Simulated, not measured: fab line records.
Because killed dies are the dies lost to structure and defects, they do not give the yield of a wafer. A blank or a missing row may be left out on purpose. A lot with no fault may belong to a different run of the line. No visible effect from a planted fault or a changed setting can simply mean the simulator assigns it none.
2 desks looking at one fault + flow berkeley_cmos170 + what lay behind the numbers comes last; until then each desk has only its own

== THE METROLOGY DESK ==
What the gauges read for every lot (on any tool): the sampled wafers with a number, averaged. Marked OUT: a lot whose mean sits more than 4 standard deviations from the usual mean, which makes it out of limits; the brackets give that distance.
Columns: A = cd_nm at UCB170_M2_CD_MEAS_15, usual 699.9 nm; B = M2_OVL at UCB170_M2_OVL_MEAS_16, usual -1 nm
| lot  | first seen here | A     | B  |
|------|-----------------|-------|----|
| L526 | day 9 04:34     | 697.2 | -2 |
| L530 | day 10 01:58    | 700.7 | -9 |
| L536 | day 10 09:27    | 700.3 | -4 |
| L537 | day 10 09:55    | 700.8 | 5  |
| L539 | day 11 03:25    | 699.0 | -4 |
| L543 | day 12 13:05    | 700.0 | -9 |
| L546 | day 13 01:02    | 698.4 | 1  |
This desk's finding: nothing out of limits on any of the 7 lots.

== AT THE TOOL OWNER'S DESK: rie_diel-03 ==
The tool's own readings at UCB170_M2_ETCH_17 (etches BARC in N2/H2): means of the sampled wafers that have a number, for each lot that ran on this tool. Marked OUT: a lot whose mean sits more than 4 standard deviations from the usual mean, which makes it out of limits; the brackets give that distance.
Columns: A = drypump_motor_current_A at UCB170_M2_ETCH_17, usual 5.8 A; B = oes_product_au at UCB170_M2_ETCH_17, usual 0.993 a.u.; C = rf_fwd_power_W at UCB170_M2_ETCH_17, usual 494.9 W; D = throttle_valve_pct at UCB170_M2_ETCH_17, usual 13.34 %
| lot  | first seen here | A   | B                | C               | D     |
|------|-----------------|-----|------------------|-----------------|-------|
| L530 | day 10 02:08    | 5.8 | 1.005            | 493.0           | 13.32 |
| L536 | day 10 09:34    | 6.0 | 0.858 (-9.0) OUT | 362.7 (-66) OUT | 13.49 |
| L537 | day 10 10:03    | 6.0 | 0.929 (-4.3) OUT | 428.4 (-33) OUT | 13.29 |
| L539 | day 11 03:34    | 6.0 | 0.928 (-4.3) OUT | 426.8 (-34) OUT | 13.37 |
This desk's verdict: out of limits on L536, L537, L539, starting with L536 at day 10 09:34 (oes_product_au at UCB170_M2_ETCH_17). Within limits: L530.

== TAKEN TOGETHER ==
An alarm could have come from the tool owner's desk at day 10 09:34, on L536, L537, L539.
The metrology desk saw nothing out of limits.
The metrology desk holds a record of L536, L537, L539, inside its limits.
All the named lots went through UCB170_M2_ETCH_17 on rie_diel-03.

== WHAT HAD BEEN PUT IN BY THE SIMULATOR ==
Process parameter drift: rie_diel-03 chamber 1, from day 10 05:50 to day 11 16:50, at UCB170_M2_ETCH_17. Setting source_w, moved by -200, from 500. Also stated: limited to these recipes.
Shown lots that were struck: L536, L537, L539.
Hours from the fault's start to each desk's first reading out of limits: the tool owner's desk, 4.
